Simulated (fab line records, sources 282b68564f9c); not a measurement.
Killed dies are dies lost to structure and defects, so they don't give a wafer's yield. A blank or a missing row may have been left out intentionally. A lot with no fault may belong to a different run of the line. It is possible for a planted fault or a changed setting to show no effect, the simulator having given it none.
fab line records    flow rit_cmos
[record] lots = 13  wafers = 39  last_day = 7
route steps=202 shown GATE@95 NLDD@113 PLDD@117 PSD@148
lots with no fault: from the same line, run without faults
start_h: the number of hours between the record's first day and the start of the first shown wafer of the lot    wait_h: hours from the lot's prior step to this one    " as in the row above    L1.1+2: a row that stands for several wafers    - value missing, or start not given    * or withheld: withheld    < > ~ a bound
route shown NAME@n: names a module that has steps shown in the file, with the first one's number in the route    usual: mean/standard deviation of fault-free wafers    same: alike in all rows    chamber/n: place in a boat    sites: readings site by site    _std_site: the standard deviation of these    _edge_site: inner sites' mean taken away from outer sites' mean    radius_mm: how far each site lies from the wafer's centre    mask NAME#n: copy n    behind: the most recent tool/chamber to have shaped the wafer    hold: why the lot was held/for how many hours/how that ended    device: transistor that didn't switch, given as n, p or np    end of line: at the end of the route, the tests of the same wafers    for a step that has no rows: nothing shown but its recipe    killed: at the first sort, the dies lost to defects and structure; wafer yield is something else    map: a wafer's dies, marking killed ones x, the rest . and places with no die _
set.NAME: the setting as run; set.NAME@STEP: as run at that earlier step    model.NAME: the simulator's own value behind a step, which no gauge read
one table for each step of the route and one row for each wafer, over a sample of lots
services: the hour from which a tool's chamber was out of use, counted from the record's first day as start_h (under 0 if before that day), plus the number of hours and why
[[steps]]
[step RIT_GATE_ETCH_19]
[recipe] chemistry = SF6/CHF3/O2  time_s = 165  SF6_flow_sccm = 30  CHF3_flow_sccm = 30  O2_flow_sccm = 5  target = poly-Si  pressure_mtorr = 40  rf_w = 160  target_depth_a = 3125  over_etch_frac = 0.25  stop_on = SiO2
[usual] drypump_motor_current_A = 5.5/0.32  oes_product_au = 0.829/0.016  throttle_valve_pct = 10.29/0.16
lot.wafer  tool       chamber  start_h  wait_h  drypump_motor_current_A  oes_product_au  rf_hours_counter_h  throttle_valve_pct
L470.2     rie_si-01  1        37.27    0.1     5.6                      0.813           101                 10.20
L470.3     "          3        "        "       6.0                      0.812           17                  10.05
L470.6     "          0        "        "       5.8                      0.854           -                   10.32
L471.3     rie_si-02  2        41.74    0.1     5.3                      0.828           -                   10.41
L471.4     "          0        "        "       5.2                      0.839           -                   10.49
L471.6     "          0        "        "       5.2                      0.846           -                   10.51
L472.2     rie_si-01  2        46.30    0.1     5.8                      0.835           78                  10.05
L472.3     "          1        "        "       5.6                      0.797           101                 10.21
L472.6     "          1        "        "       5.6                      0.812           -                   10.23
L473.1     rie_si-02  2        51.99    0.1     5.3                      0.812           24                  10.39
L473.3     "          1        "        "       5.5                      0.812           118                 10.44
L473.6     "          2        "        "       5.3                      0.818           -                   10.39
L474.3     rie_si-01  1        59.38    0.1     5.6                      0.809           102                 10.20
L474.4     "          0        "        "       5.8                      0.836           -                   10.32
L474.5     "          1        "        "       5.6                      0.800           -                   10.19
L476.3     rie_si-01  3        69.06    0.1     6.0                      0.801           17                  10.08
L476.5     "          2        "        "       5.8                      0.828           -                   10.04
L476.6     "          1        "        "       5.6                      0.796           -                   10.21
L478.1     rie_si-01  0        77.82    0.1     5.9                      0.847           114                 10.31
L478.5     "          3        "        "       6.0                      0.826           -                   10.06
L478.6     "          2        "        "       5.8                      0.858           -                   10.05
L486.3     rie_si-01  1        116.85   0.1     5.6                      0.811           102                 10.18
L486.5     "          0        "        "       5.9                      0.847           -                   10.31
L486.6     "          3        "        "       6.0                      0.821           -                   10.03
L488.1     rie_si-01  2        130.44   0.1     5.8                      0.846           79                  10.04
L488.2     "          0        "        "       5.8                      0.850           115                 10.31
L488.4     "          1        "        "       5.6                      0.803           102                 10.20
L489.1     rie_si-02  2        133.70   0.1     5.3                      0.829           25                  10.40
L489.3     "          3        "        "       5.0                      0.839           32                  10.32
L489.6     "          3        "        "       5.0                      0.850           -                   10.32
L491.1     rie_si-02  0        147.88   0.1     5.2                      0.829           117                 10.50
L491.2     "          3        "        "       5.0                      0.840           32                  10.33
L491.5     "          1        "        "       5.6                      0.817           -                   10.45
L492.2     rie_si-01  3        149.62   0.1     6.0                      0.803           18                  10.07
L492.4     "          3        "        "       6.0                      0.807           -                   10.05
L492.5     "          1        "        "       5.6                      0.800           -                   10.23
L493.1     rie_si-02  0        154.51   0.1     5.2                      0.828           117                 10.50
L493.2     "          3        "        "       5.0                      0.843           32                  10.32
L493.6     "          3        "        "       5.0                      0.849           -                   10.31
[step RIT_NLDD_TW_MEAS_10]
[usual] NLDD_TW = 2504/23
lot.wafer  tool           chamber  start_h  wait_h  NLDD_TW
L470.2     film_metro-01  -        42.18    0.1     2538
L470.3     "              -        "        "       2528
L470.6     "              -        "        "       2545
L471.3     film_metro-02  -        46.50    0.1     2499
L471.4     "              -        "        "       2500
L471.6     "              -        "        "       2495
L472.2     film_metro-04  -        51.33    0.1     2494
L472.3     "              -        "        "       2472
L472.6     "              -        "        "       2483
L473.1     film_metro-04  -        57.67    0.1     2494
L473.3     "              -        "        "       2468
L473.6     "              -        "        "       2491
L474.3     film_metro-04  -        65.37    0.1     2486
L474.4     "              -        "        "       2483
L474.5     "              -        "        "       2485
L476.3     film_metro-02  -        73.95    0.1     2477
L476.5     "              -        "        "       2474
L476.6     "              -        "        "       2472
L478.1     film_metro-04  -        82.56    0.1     2486
L478.5     "              -        "        "       2485
L478.6     "              -        "        "       2471
L486.3     film_metro-01  -        121.87   0.1     2539
L486.5     "              -        "        "       2535
L486.6     "              -        "        "       2530
L488.1     film_metro-02  -        135.18   0.1     2503
L488.2     "              -        "        "       2511
L488.4     "              -        "        "       2504
L489.1     film_metro-04  -        138.44   0.1     2486
L489.3     "              -        "        "       2502
L489.6     "              -        "        "       2503
L491.1     film_metro-02  -        152.76   0.1     2516
L491.2     "              -        "        "       2519
L491.5     "              -        "        "       2498
L492.2     film_metro-04  -        155.04   0.1     2498
L492.4     "              -        "        "       2484
L492.5     "              -        "        "       2485
L493.1     film_metro-01  -        160.01   0.1     2537
L493.2     "              -        "        "       2542
L493.6     "              -        "        "       2551
[step RIT_PLDD_EXPOSE_03]
[recipe] mask_id = M8  na = 0.57  target_cd_nm = 40900  dose_mj = 250
[usual] focus_offset_nm = -0.1/0.57
lot.wafer  tool              chamber  start_h  wait_h  mask  focus_offset_nm
L470.2     iline_stepper-02  0        42.83    0.2     M8#0  -0.4
L470.3     "                 0        "        "       M8#0  -0.5
L470.6     "                 0        "        "       M8#0  0.3
L471.3     iline_stepper-02  0        47.03    0.1     M8#0  -0.2
L471.4     "                 0        "        "       M8#0  -0.4
L471.6     "                 0        "        "       M8#0  -0.5
L472.2     iline_stepper-02  0        52.04    0.1     M8#0  -0.3
L472.3     "                 0        "        "       M8#0  0.6
L472.6     "                 0        "        "       M8#0  0.1
L473.1     iline_stepper-01  0        58.38    0.3     M8#0  0.2
L473.3     "                 0        "        "       M8#0  -0.3
L473.6     "                 0        "        "       M8#0  0.7
L474.3     iline_stepper-02  0        66.03    0.2     M8#0  0.1
L474.4     "                 0        "        "       M8#0  -0.1
L474.5     "                 0        "        "       M8#0  -0.1
L476.3     iline_stepper-02  0        74.60    0.2     M8#0  0.3
L476.5     "                 0        "        "       M8#0  0.5
L476.6     "                 0        "        "       M8#0  -0.3
L478.1     iline_stepper-01  0        83.07    0.1     M7#0  -0.6
L478.5     "                 0        "        "       M7#0  0.2
L478.6     "                 0        "        "       M7#0  -0.6
L486.3     iline_stepper-01  0        122.53   0.2     M8#0  0.5
L486.5     "                 0        "        "       M8#0  -0.2
L486.6     "                 0        "        "       M8#0  0.2
L488.1     iline_stepper-02  0        135.81   0.2     M8#0  0.2
L488.2     "                 0        "        "       M8#0  0.6
L488.4     "                 0        "        "       M8#0  0.4
L489.1     iline_stepper-01  0        139.07   0.2     M8#0  -0.4
L489.3     "                 0        "        "       M8#0  -0.4
L489.6     "                 0        "        "       M8#0  0.0
L491.1     iline_stepper-02  0        153.40   0.2     M8#0  0.2
L491.2     "                 0        "        "       M8#0  0.4
L491.5     "                 0        "        "       M8#0  -0.9
L492.2     iline_stepper-01  0        155.68   0.2     M8#0  -0.3
L492.4     "                 0        "        "       M8#0  0.0
L492.5     "                 0        "        "       M8#0  0.7
L493.1     iline_stepper-01  0        160.52   0.1     M8#0  -1.0
L493.2     "                 0        "        "       M8#0  0.5
L493.6     "                 0        "        "       M8#0  0.5
[step RIT_PLDD_OVL_MEAS_06]
[usual] PLDD_OVL = 0.1/1.4
lot.wafer  tool        chamber  start_h  wait_h  PLDD_OVL[nm]
L470.2     overlay-02  -        43.21    -       -0.3
L470.3     "           -        "        "       -0.8
L470.6     "           -        "        "       -2.1
L471.3     overlay-01  -        47.40    -       -2.0
L471.4     "           -        "        "       -0.4
L471.6     "           -        "        "       -1.7
L472.2     overlay-01  -        52.42    -       1.3
L472.3     "           -        "        "       0.5
L472.6     "           -        "        "       -0.8
L473.1     overlay-01  -        58.78    -       0.3
L473.3     "           -        "        "       0.6
L473.6     "           -        "        "       -0.1
L474.3     overlay-02  -        66.40    -       -2.8
L474.4     "           -        "        "       -3.3
L474.5     "           -        "        "       -1.1
L476.3     overlay-01  -        74.97    -       -3.0
L476.5     "           -        "        "       -1.5
L476.6     "           -        "        "       -2.0
L478.1     overlay-01  -        83.47    -       -
L478.5     "           -        "        "       -
L478.6     "           -        "        "       -
L486.3     overlay-01  -        122.90   -       2.0
L486.5     "           -        "        "       0.3
L486.6     "           -        "        "       2.8
L488.1     overlay-02  -        136.21   -       -1.6
L488.2     "           -        "        "       0.9
L488.4     "           -        "        "       -1.1
L489.1     overlay-01  -        139.47   -       3.1
L489.3     "           -        "        "       1.3
L489.6     "           -        "        "       2.5
L491.1     overlay-02  -        154.04   -       -0.4
L491.2     "           -        "        "       -0.1
L491.5     "           -        "        "       1.9
L492.2     overlay-01  -        156.07   -       0.1
L492.4     "           -        "        "       -0.7
L492.5     "           -        "        "       -0.1
L493.1     overlay-01  -        160.92   -       1.4
L493.2     "           -        "        "       -0.9
L493.6     "           -        "        "       0.1
[step RIT_PLDD_TW_MEAS_10]
[usual] PLDD_TW = 2342/22
lot.wafer  tool           chamber  start_h  wait_h  PLDD_TW
L470.2     film_metro-04  -        43.73    0.1     2324
L470.3     "              -        "        "       2334
L470.6     "              -        "        "       2333
L471.3     film_metro-02  -        47.92    0.1     2332
L471.4     "              -        "        "       2333
L471.6     "              -        "        "       2327
L472.2     film_metro-04  -        52.94    0.1     2335
L472.3     "              -        "        "       2322
L472.6     "              -        "        "       2336
L473.1     film_metro-04  -        59.29    0.1     2332
L473.3     "              -        "        "       2330
L473.6     "              -        "        "       2330
L474.3     film_metro-01  -        66.92    0.1     2360
L474.4     "              -        "        "       2358
L474.5     "              -        "        "       2372
L476.3     film_metro-02  -        75.49    0.1     2330
L476.5     "              -        "        "       2329
L476.6     "              -        "        "       2327
L478.1     film_metro-02  -        83.98    0.1     30
L478.5     "              -        "        "       30
L478.6     "              -        "        "       30
L486.3     film_metro-04  -        123.42   0.1     2355
L486.5     "              -        "        "       2348
L486.6     "              -        "        "       2349
L488.1     film_metro-02  -        136.73   0.1     2350
L488.2     "              -        "        "       2346
L488.4     "              -        "        "       2351
L489.1     film_metro-04  -        139.98   0.1     2344
L489.3     "              -        "        "       2346
L489.6     "              -        "        "       2343
L491.1     film_metro-04  -        154.55   0.1     2324
L491.2     "              -        "        "       2332
L491.5     "              -        "        "       2338
L492.2     film_metro-01  -        156.58   0.1     2386
L492.4     "              -        "        "       2396
L492.5     "              -        "        "       2385
L493.1     film_metro-02  -        161.43   0.1     2344
L493.2     "              -        "        "       2343
L493.6     "              -        "        "       2349
[step RIT_PSD_OVL_MEAS_06]
[usual] PSD_OVL = -0.7/1.4
lot.wafer  tool        chamber  start_h  wait_h  PSD_OVL[nm]
L470.2     overlay-01  -        48.70    -       0.0
L470.3     "           -        "        "       2.9
L470.6     "           -        "        "       -0.5
L471.3     overlay-02  -        52.97    -       0.5
L471.4     "           -        "        "       -0.6
L471.6     "           -        "        "       -2.8
L472.2     overlay-01  -        58.90    -       -3.0
L472.3     "           -        "        "       -1.5
L472.6     "           -        "        "       1.9
L473.1     overlay-01  -        64.27    -       -1.4
L473.3     "           -        "        "       0.6
L473.6     "           -        "        "       -0.2
L474.3     overlay-01  -        72.95    -       0.5
L474.4     "           -        "        "       -0.9
L474.5     "           -        "        "       -0.4
L476.3     overlay-01  -        80.52    -       0.0
L476.5     "           -        "        "       -2.2
L476.6     "           -        "        "       -0.7
L478.1     overlay-01  -        89.98    -       -1.4
L478.5     "           -        "        "       0.6
L478.6     "           -        "        "       0.4
L486.3     overlay-02  -        128.50   -       -2.4
L486.5     "           -        "        "       -0.8
L486.6     "           -        "        "       -1.9
L488.1     overlay-02  -        142.75   -       -3.2
L488.2     "           -        "        "       0.2
L488.4     "           -        "        "       -0.4
L489.1     overlay-02  -        147.33   -       1.6
L489.3     "           -        "        "       0.7
L489.6     "           -        "        "       0.1
L491.1     overlay-01  -        159.66   -       -1.6
L491.2     "           -        "        "       -0.2
L491.5     "           -        "        "       -0.5
L492.2     overlay-02  -        161.44   -       -3.5
L492.4     "           -        "        "       -3.7
L492.5     "           -        "        "       -3.1
L493.1     overlay-01  -        167.23   -       0.6
L493.2     "           -        "        "       -0.2
L493.6     "           -        "        "       1.6
[[services]]
tool              chamber  start_h  hours  kind
rie_si-01         2        26.76    15.0   repair
rie_si-02         0        31.84    8.9    repair
rie_si-01         -        36.73    0.3    repair
rie_si-02         3        40.44    4.3    repair
rie_si-01         3        51.10    16.2   repair
iline_stepper-02  -        58.13    2.1    pm
iline_stepper-02  -        60.22    -      consumable_replace:lamp
rie_si-01         -        60.53    0.6    repair
iline_stepper-01  0        79.40    -      calibration
rie_si-01         -        91.89    2.1    repair
iline_stepper-02  -        96.92    3.0    repair
rie_si-02         -        101.56   0.3    repair
iline_stepper-01  -        107.89   1.7    pm
iline_stepper-02  0        136.38   -      calibration
rie_si-01         0        136.66   22.8   repair
rie_si-02         2        157.88   3.5    repair
[[key]]
[first_sign] step = RIT_PLDD_EXPOSE_03  reading = mask  direction = changed
[effect] step = RIT_PLDD_OVL_MEAS_06  reading = PLDD_OVL  direction = missing
[effect] step = RIT_PLDD_TW_MEAS_10  reading = PLDD_TW  direction = down  sigmas = 99+  usual = 2342  struck = 30
met_at RIT_PLDD_EXPOSE_03
struck_lots L478
sort_left_out L478.1,L478.5,L478.6
tester_left_out L478
not_acting_at RIT_GATE_ETCH_19,RIT_NLDD_TW_MEAS_10,RIT_PSD_OVL_MEAS_06
onset_between 58.38 83.07
[fault] kind = wrong_mask  tool = any  chamber = -  onset_h = 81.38  steps = RIT_PLDD_EXPOSE_03  aux_copy = M7#0  scope = struck_lots_only
// tester_left_out: of these lots the tester's yield and bins aren't shown, on N5 and GAA mostly nor the transistor test; their killed dies are dies lost to structure and defects alone, not to doping, threshold or leakage, so they don't give the yield
// sort_left_out: the simulated sort isn't trusted on such a fault, so these wafers' sort isn't shown, and their yield isn't known
